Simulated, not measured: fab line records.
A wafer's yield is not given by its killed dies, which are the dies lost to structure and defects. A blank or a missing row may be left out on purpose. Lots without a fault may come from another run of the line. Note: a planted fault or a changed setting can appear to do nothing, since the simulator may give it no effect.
2 desks, one fault ; flow rit-cmos ; each desk has only its own numbers; what lay behind them comes last

## FROM THE METROLOGY DESK
What the gauges read for every lot (on any tool): the sampled wafers with a number, averaged. Any lot whose mean is over 4 standard deviations away from the usual mean is out of limits and marked OUT; that distance is given in the brackets.
Columns: A = cd-nm at RIT_GATE_CD_MEAS_16, usual 150.1 nm; B = GATE_OVL at RIT_GATE_OVL_MEAS_17, usual -0.9 nm; C = cd-nm at RIT_GATE_CD_MEAS_90, usual 150.1 nm; D = REOX_OXIDE_THK at RIT_REOX_THK_MEAS_04, usual 25.3 nm; E = NLDD_OVL at RIT_NLDD_OVL_MEAS_06, usual 0.2 nm
lot;first seen here;A;B;C;D;E
L851;day 3 13:12;150.5;-0.9;150.6;25.8;0.6
L855;day 4 09:26;147.3;-0.6;147.2;25.5;1.1
L862;day 5 20:27;150.1;-1.8;149.7;25.8;-1.1
L864;day 6 06:35;147.7;-0.9;147.8;25.1;0.6
L866;day 6 16:19;146.8;0.0;147.1;24.5;-0.1
L868;day 7 02:41;144.0;-0.1;144.0;25.1;-0.6
Finding of this desk: none of the 6 lots has anything out of limits.

## AT THE TOOL OWNER'S DESK: litho-track-01
The tool's own readings at RIT_NLDD_COAT_01 (resist thk 1000 nm): means of the sampled wafers that have a number, for each lot that ran on this tool. Any lot whose mean is over 4 standard deviations away from the usual mean is out of limits and marked OUT; that distance is given in the brackets.
Columns: A = dispense-pressure-kPa at RIT_NLDD_COAT_01, usual 52.4 kPa; B = spin-speed-rpm at RIT_NLDD_COAT_01, usual 3250.2 rpm
lot;first seen here;A;B
L855;day 4 13:23;55.4;3248.0
L864;day 6 11:05;55.4;3164.0 (-41) OUT
L866;day 6 21:08;55.4;3159.8 (-43) OUT
This desk finds L864, L866 out of limits, L864 being first, at day 6 11:05 (spin-speed-rpm at RIT_NLDD_COAT_01). L855: within limits.

## TAKEN TOGETHER
An alarm could have come from the tool owner's desk at day 6 11:05, on L864, L866.
At the metrology desk, nothing out of limits was observed.
The metrology desk holds a record of L864, L866, inside its limits.
On litho-track-01, each named lot ran RIT_NLDD_COAT_01.

## WHAT THE SIMULATOR HAD INSERTED
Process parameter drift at RIT_NLDD_COAT_01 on litho-track-01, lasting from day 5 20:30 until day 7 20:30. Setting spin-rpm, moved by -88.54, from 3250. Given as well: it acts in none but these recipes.
Lots struck among those shown: L864, L866.
Each desk's first reading out of limits, in hours after the fault started: the tool owner's desk, 15.
